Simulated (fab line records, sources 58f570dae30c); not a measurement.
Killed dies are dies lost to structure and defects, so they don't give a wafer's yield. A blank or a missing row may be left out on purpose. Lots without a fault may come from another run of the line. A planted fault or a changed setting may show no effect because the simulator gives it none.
A struck lot beside a sound one | flow berkeley_cmos170 | 14 steps out of a route of 331
Sound: wafers L392.3, L392.4, L392.5. Struck: wafers L401.1, L401.5, L401.6. The cause comes at the end.
At each step with rows: each side's tool, then ch and its chambers, then its first start. Under that, the readings that differ: sound wafers | struck wafers | difference of the means | sigmas: that difference in standard deviations of wafers without a fault.
alike: readings whose means differ by less than 2 such deviations, and words and numbers that are the same on both sides. not compared: withheld readings, readings that some wafer has no value for, bounds like >300 that may hide the same value, and numbers for which the record gives no deviation and whose values overlap.
The two part at a step that has a row with sigmas, a row that says differs or no value, or rows on one side only. Numbers that don't overlap but have no deviation are shown without sigmas and don't part them. A reading that every wafer of one side lacks parts them only if that side has two wafers or more.

UCB170_M3_RS_MEAS_02: measures by four-point-probe.
  sound on film_metro-03, day 8 21:40; struck on film_metro-02, day 10 21:36
  alike: M3_AL_RS
UCB170_M3_THK_MEAS_03: measures by xrf.
  sound on film_metro-03, day 8 21:46; struck on film_metro-02, day 10 21:43
  alike: M3_AL_THK
then, 3 steps without rows for these wafers: UCB170_M3_HMDS_04 (prime time 60 s); UCB170_M3_COAT_05 (resist thk 900 nm); UCB170_M3_SOFTBAKE_06 (time 60 s).
UCB170_M3_STRIP_07: strips in O2.
  sound on plasma_asher-01 ch 0,1, day 8 22:20; struck on plasma_asher-01 ch 0,1, day 10 22:46
  alike: drypump_motor_current_A, oes_product_au, strip_time_to_endpoint_s
  not compared: rf_hours_counter_h
then, 6 steps without rows for these wafers: UCB170_M3_STRIP_08 (strips KrF in DMSO, time 600 s); UCB170_M3_COAT_09; UCB170_M3_COAT_10 (resist thk 900 nm); UCB170_M3_SOFTBAKE_11 (time 60 s); UCB170_M3_EXPOSE_12 (exposes mask METAL3, target cd 700 nm); UCB170_M3_PEB_13.
UCB170_M3_DEVELOP_14: develop time 45 s.
  sound on litho_track-02 ch 0, day 8 23:00; struck on litho_track-04, day 11 01:00
  no value came back on the struck wafers for chill_plate_temp_C (C), develop_time_s (s); on the sound wafers chill_plate_temp_C (C) reads 22.88 23.08 22.99
  reading                             | sound             | struck            | difference | sigmas
  model.KrF_of_M3_COAT_10.thk_nm (nm) | 886.9 889.1 886.9 | 902.3 902.2 903.2 | +14.9      |
UCB170_M3_CD_MEAS_15: target cd 700 nm.
  sound on cd_sem-01, day 8 23:45; struck on cd_sem-02, day 11 01:34
  reading    | sound             | struck | difference                    | sigmas
  cd_nm (nm) | 701.6 699.4 700.8 | - - -  | no value on the struck wafers |

WHERE THEY PART
First at UCB170_M3_DEVELOP_14; last, within this record, at UCB170_M3_CD_MEAS_15.

WHY: what the simulator had put in
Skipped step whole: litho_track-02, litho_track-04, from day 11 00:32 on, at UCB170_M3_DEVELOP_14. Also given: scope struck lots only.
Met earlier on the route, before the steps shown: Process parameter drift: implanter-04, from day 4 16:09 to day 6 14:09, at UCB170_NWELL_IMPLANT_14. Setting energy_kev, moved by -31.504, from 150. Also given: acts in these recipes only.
